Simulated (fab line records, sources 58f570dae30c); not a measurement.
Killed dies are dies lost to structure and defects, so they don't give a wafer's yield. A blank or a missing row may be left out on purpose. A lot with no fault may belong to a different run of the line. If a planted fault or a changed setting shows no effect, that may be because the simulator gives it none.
Split-lot experiment    flow berkeley-cmos170    5 lots, 27 wafers read, on a route of 331 steps

== SPLIT DETAILS ==
At UCB170_M3_SPUTTER_01 (material Al, target thk 900 nm, time 120 s), the setting time-s was moved away from the recipe's 120 s on 9 of the 27 wafers read, by -35.8% to +47.8%. For the rest of the wafers, this setting stayed at what the recipe calls for.

== FROM THE SPLIT TO THE READING: what the file shows between them, 5 steps ==
- UCB170_M3_RS_MEAS_02: measures by four-point-probe
- UCB170_M3_THK_MEAS_03: measures by xrf
- UCB170_M3_HMDS_04: prime time 60 s
- UCB170_M3_COAT_05: resist thk 900 nm
- UCB170_M3_ETCH_17: etches BARC in N2/H2

== THE READING ==
oes-product-au, in a.u., at UCB170_M3_METAL_ETCH_18 (etches Al in Cl2/BCl3, stops on SiO2, target depth 1170 nm, time 195 s). On this fab line, fault-free wafers typically give 0.852 a.u. with a standard deviation of 0.017 a.u.

wafer   tool, chamber at the split  time-s as run, s  against the recipe  oes-product-au, a.u.  against lot-mates on the recipe
L077.1  pvd-sputter-01, -           96.55             -19.5%              0.768                 -0.103
L077.2  pvd-sputter-01, -           96.55             -19.5%              0.780                 -0.091
L077.3  pvd-sputter-01, -           120               recipe              0.873                 -
L077.4  pvd-sputter-01, -           96.55             -19.5%              0.769                 -0.102
L077.5  pvd-sputter-01, -           120               recipe              0.863                 -
L077.6  pvd-sputter-01, -           120               recipe              0.877                 -
L075.1  pvd-sputter-04, -           120               recipe              0.842                 -
L075.2  pvd-sputter-04, -           120               recipe              0.834                 -
L075.3  pvd-sputter-04, -           77                -35.8%              0.671                 -0.166
L075.4  pvd-sputter-04, -           77                -35.8%              0.674                 -0.163
L075.5  pvd-sputter-04, -           120               recipe              0.836                 -
L075.6  pvd-sputter-04, -           77                -35.8%              0.672                 -0.165
L079.2  pvd-sputter-01, -           120               recipe              0.870                 -
L079.4  pvd-sputter-01, -           120               recipe              0.875                 -
L079.5  pvd-sputter-01, -           120               recipe              0.877                 -
L081.1  pvd-sputter-03, -           120               recipe              0.826                 -
L081.2  pvd-sputter-03, -           177.4             +47.8%              0.973                 +0.147
L081.3  pvd-sputter-03, -           177.4             +47.8%              0.986                 +0.160
L081.4  pvd-sputter-03, -           120               recipe              0.823                 -
L081.5  pvd-sputter-03, -           177.4             +47.8%              0.982                 +0.156
L081.6  pvd-sputter-03, -           120               recipe              0.828                 -
L083.1  pvd-sputter-01, -           120               recipe              0.843                 -
L083.2  pvd-sputter-01, -           120               recipe              0.846                 -
L083.3  pvd-sputter-01, -           120               recipe              0.843                 -
L083.4  pvd-sputter-01, -           120               recipe              0.848                 -
L083.5  pvd-sputter-01, -           120               recipe              0.852                 -
L083.6  pvd-sputter-01, -           120               recipe              0.839                 -

THE FIT
A straight line over all 27 wafers: oes-product-au changes by +0.00355 a.u. for each +1% of time-s; r = +0.95; the points scatter about the line by 0.025 a.u.
The same after taking each lot's own level away (the mean of its wafers on the recipe; 27 wafers): +0.00384 a.u. for each +1%; r = +0.99; scatter 0.014 a.u.
That fit puts the effect of the largest move of time-s on the reading at 0.18 a.u.
Measured against the standard deviation above, the lots' own levels, which go from 0.8257 to 0.8740 a.u., span 2.8 times it.
The two slopes agree, so the slope changes little with the lot-to-lot level.
Check: for one of the wafers moved furthest among these (+47.8%), held out of the fit, the line's prediction against its lot-mates is +0.183 a.u. Against them it came out at +0.147 a.u.

== THE WHOLE CHAIN: every reading that the file lists as answering this split, in the file's order ==
step                     what it does                                                            reading                                                                      change (the file's fit)                    r (the file's)
UCB170_M3_SPUTTER_01     material Al, target thk 900 nm, time 120 s                              Al_of_M3_SPUTTER_01.thk-nm (the simulator's own value, which no gauge read)  +9.01 nm for each +1% of the setting       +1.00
UCB170_M3_RS_MEAS_02     measures by four-point-probe                                            M3_AL_RS                                                                     -0.000329 for each +1% of the setting      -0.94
UCB170_M3_THK_MEAS_03    measures by xrf                                                         M3_AL_THK                                                                    +8.96 for each +1% of the setting          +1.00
UCB170_M3_METAL_ETCH_18  etches Al in Cl2/BCl3, stops on SiO2, target depth 1170 nm, time 195 s  oes-product-au                                                               +0.00386 a.u. for each +1% of the setting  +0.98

== FILE'S OWN FIT ==
oes-product-au changes by +0.00386 a.u. for each +1% of time-s, r = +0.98.
